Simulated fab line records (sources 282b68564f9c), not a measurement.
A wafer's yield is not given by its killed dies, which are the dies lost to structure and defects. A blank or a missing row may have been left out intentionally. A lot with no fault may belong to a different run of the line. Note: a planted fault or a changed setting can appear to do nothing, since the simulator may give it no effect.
A struck lot beside a sound one | flow rit_cmos | 15 out of 202 route steps
Sound: wafers L374.2, L374.3, L374.5. Wafers struck: L384.3, L384.4, L384.5. The cause comes at the end.
Per side, at each step with rows, come the tool, then ch with its chambers, and then its first start. Under that, the readings that differ: sound wafers | struck wafers | difference of the means | sigmas: that difference in standard deviations of wafers without a fault.
alike: a reading whose means differ by less than 2 such deviations, as well as words and numbers matching on both sides. not compared: withheld readings; readings where some wafer has no value; bounds like >300 that might hide an equal value; numbers whose values overlap and for which the record gives no deviation.
A row with sigmas, a row that says differs or no value, or rows on one side alone: a step with any of these is where the two part. When numbers do not overlap yet have no deviation, they are printed without sigmas and do not part them. A reading that every wafer of one side lacks parts them only if that side has two wafers or more.

RIT_FOX1_THK_MEAS_01:
  sound: film_metro-02 at day 2 02:07; struck: film_metro-04 at day 4 01:17
  alike: FOX1_OXIDE_THK
then, 2 steps without rows for these wafers: RIT_FOX1_WET_ETCH_02 (etches SiO2 in BOE, target depth 350 nm, time 390 s); RIT_FOX2_OXIDATION_00 (target thk 350.7 nm, ox time 1130 s).
RIT_FOX2_THK_MEAS_01:
  sound: film_metro-03 at day 2 04:46; struck: film_metro-03 at day 4 03:14
  reading             | sound       | struck      | difference | sigmas
  FOX2_OXIDE_THK (nm) | 359 358 356 | 345 345 342 | -14        | -2
then, 2 steps without rows for these wafers: RIT_FOX2_CLEAN_02 (cleans in dHF, time 180 s); RIT_FOX2_WET_ETCH_03 (etches Si3N4 in H3PO4, target depth 195 nm, time 2700 s).
RIT_FOX2_THK_MEAS_90:
  sound: film_metro-03 at day 2 05:39; struck: film_metro-04 at day 4 04:11
  reading                     | sound       | struck      | difference | sigmas
  FIELD_OXIDE_LEFT_1_THK (nm) | 332 331 329 | 318 318 315 | -14        | -2
then, 5 steps without rows for these wafers: RIT_NWELL_HMDS_00 (prime time 60 s); RIT_NWELL_COAT_01 (resist thk 1300 nm); RIT_NWELL_SOFTBAKE_02 (time 60 s); RIT_NWELL_EXPOSE_03 (exposes mask M2, target cd 43900 nm); RIT_NWELL_PEB_04.
RIT_NWELL_DEVELOP_05: develop time 68 s.
  sound on litho_track-04 ch 0, day 2 06:00; struck on litho_track-04 ch 0, day 4 05:00
  reading              | sound             | struck            | difference | sigmas
  developer_temp_C (C) | 23.02 22.95 22.93 | 22.17 22.13 22.01 | -0.86      | -10
RIT_NWELL_OVL_MEAS_06:
  sound: overlay-01 at day 2 06:44; struck: overlay-02 at day 4 05:14
  reading        | sound       | struck         | difference | sigmas
  NWELL_OVL (nm) | 2.0 2.0 3.5 | -1.8 -2.3 -0.8 | -4.1       | -3
RIT_M1_PROBE_99:
  the record has rows for the struck wafers here (prober-02, day 5 21:30) and none for the sound ones

WHERE THEY PART
Earliest at RIT_FOX2_THK_MEAS_01; latest, in this record, at RIT_M1_PROBE_99.

WHY: what the simulator had put in
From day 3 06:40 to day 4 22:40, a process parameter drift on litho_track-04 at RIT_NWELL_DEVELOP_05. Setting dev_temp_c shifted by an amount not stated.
